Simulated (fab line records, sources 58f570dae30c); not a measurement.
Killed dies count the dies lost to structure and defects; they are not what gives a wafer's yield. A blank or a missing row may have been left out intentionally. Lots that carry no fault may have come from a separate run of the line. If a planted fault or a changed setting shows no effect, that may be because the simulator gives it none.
Struck lot and sound lot, side by side :: flow berkeley cmos170 :: 15 steps out of a route of 331
Sound: these wafers, L211.2, L211.4, L211.5. Struck: wafers L217.3, L217.5, L217.6. The cause is given at the end.
For every step that has rows: the tool of each side, followed by ch and its chambers, followed by its first start. Under that, the readings that differ: sound wafers :: struck wafers :: difference of the means :: sigmas: that difference in standard deviations of wafers without a fault.
alike: readings whose means differ by less than 2 such deviations, and words and numbers that are the same on both sides. not compared: withheld readings, readings that some wafer has no value for, bounds like >300 that may hide the same value, and numbers for which the record gives no deviation and whose values overlap.
Wherever a step has rows on one side only, a row that says differs or no value, or a row with sigmas, the two part there. When numbers do not overlap yet have no deviation, they are printed without sigmas and do not part them. A reading that every wafer of one side lacks parts them only if that side has two wafers or more.

first, 4 steps without rows for these wafers: UCB170_NWELL_WET_ETCH_19 (etches SiO2 in BOE, time 22 s); UCB170_PWELL_CLEAN_00 (cleans in SPM, time 600 s); UCB170_PWELL_CLEAN_01 (cleans in dHF, time 60 s); UCB170_PWELL_OXIDATION_02 (target thk 26.4 nm, ox time 1260 s).
UCB170_PWELL_THK_MEAS_03:
  struck on film metro-04, day 6 17:52; sound on film metro-01, day 5 12:29
  alike: PWELL_OXIDE_THK
then, 2 steps without rows for these wafers: UCB170_PWELL_ANNEAL_04 (time 900 s); UCB170_PWELL_CVD_05 (deposits Si3N4 from SiH2Cl2/NH3, target thk 220 nm, time 3300 s).
UCB170_PWELL_THK_MEAS_06:
  struck on film metro-01, day 6 23:57; sound on film metro-01, day 5 18:18
  alike: PWELL_NITRIDE_THK
then, 4 steps without rows for these wafers: UCB170_PWELL_HMDS_07 (prime time 60 s); UCB170_PWELL_COAT_08 (resist thk 900 nm); UCB170_PWELL_SOFTBAKE_09 (time 60 s); UCB170_PWELL_EXPOSE_10 (exposes mask PWELL, target cd 3000 nm).
UCB170_PWELL_PEB_11:
  sound on litho track-04 ch 0, day 5 19:40; struck on litho track-04 ch 0, day 7 01:10
reading: heater power total W (W)
sound: 56.75 56.79 56.80
struck: 59.24 59.25 59.19
difference: +2.45
sigmas: +58
then, 1 step without rows for these wafers: UCB170_PWELL_DEVELOP_12 (develop time 45 s).
-- the record jumps here: 5 days lie between the struck wafers' starts before and after (it left off in module PWELL and takes up again in module M3, whose first step shown is number 331 of the route) --
UCB170_M3_PROBE_99:
  only the struck wafers here have rows in the record (prober-02, day 11 19:19); the sound ones have none

WHERE THEY PART
Earliest at UCB170_PWELL_PEB_11; latest, in this record, at UCB170_M3_PROBE_99.

WHY: what had been put in by the simulator
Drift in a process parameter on litho track-04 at UCB170_PWELL_PEB_11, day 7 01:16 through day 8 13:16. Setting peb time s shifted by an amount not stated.
